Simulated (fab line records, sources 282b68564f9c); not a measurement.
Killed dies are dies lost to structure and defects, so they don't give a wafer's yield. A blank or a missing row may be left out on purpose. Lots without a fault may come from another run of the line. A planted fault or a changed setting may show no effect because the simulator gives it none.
Which tool did it? | flow rit_cmos | 6 lots, 18 wafers sampled, at 2 steps of a route of 202

WHAT THE GAUGES READ, wafer by wafer
RIT_M1_RS_MEAS_01: measures by four-point-probe.
lot  | measured    | on            | M1_AL_RS (ohm/sq)
L509 | day 3 14:11 | film_metro-02 | 0.0726 0.0728 0.0731
L511 | day 4 03:25 | film_metro-04 | 0.0737 0.0737 0.0732
L513 | day 4 10:19 | film_metro-01 | 0.0740 0.0737 0.0741
L515 | day 5 00:46 | film_metro-04 | 0.0731 0.0736 0.0734
L517 | day 5 04:46 | film_metro-02 | 0.0738 0.0732 0.0728
L526 | day 7 00:32 | film_metro-04 | 0.0862 0.0881 0.0863

WHICH TOOL RAN EACH LOT (tool, then ch and the chambers of the sampled wafers, then the start)
lot  | RIT_M1_SPUTTER_00
L509 | pvd_sputter-02, day 3 13:52
L511 | pvd_sputter-02, day 4 03:06
L513 | pvd_sputter-01, day 4 10:00
L515 | pvd_sputter-01, day 5 00:28
L517 | pvd_sputter-01, day 5 04:27
L526 | pvd_sputter-03, day 7 00:12
- RIT_M1_SPUTTER_00: material Al, target thk 400 nm, time 500 s.

THE ANSWER, worked out from the rows above alone
Rule: what is usual is taken from the lots themselves. Put in order of their means at a reading, lots are off if they are a third of the lots or fewer, leave a main group of 4 or more, and stand apart from it by a gap of 3 or more times the standard deviation of the main group's means; of several such gaps the widest counts. A main group whose means are all the same, to the digits that the tables above print for the reading, isn't used. A lot without any number at a reading at which 4 lots or more have one is off too. The other lots that the step has rows for count as sound.
Off: L526, at RIT_M1_RS_MEAS_01 (M1_AL_RS). The main group: mean 0.0734 ohm/sq, standard deviation 0.00036.
A tool fits if, at a process step before that reading, it ran every lot that is off, and no sound lot after the first of them. The gauges at RIT_M1_RS_MEAS_01 are tried like those tools. Can't be told from this: 2 tools fit, pvd_sputter-03 at RIT_M1_SPUTTER_00, film_metro-04 at RIT_M1_RS_MEAS_01.

WHAT THE SIMULATOR HAD PUT IN
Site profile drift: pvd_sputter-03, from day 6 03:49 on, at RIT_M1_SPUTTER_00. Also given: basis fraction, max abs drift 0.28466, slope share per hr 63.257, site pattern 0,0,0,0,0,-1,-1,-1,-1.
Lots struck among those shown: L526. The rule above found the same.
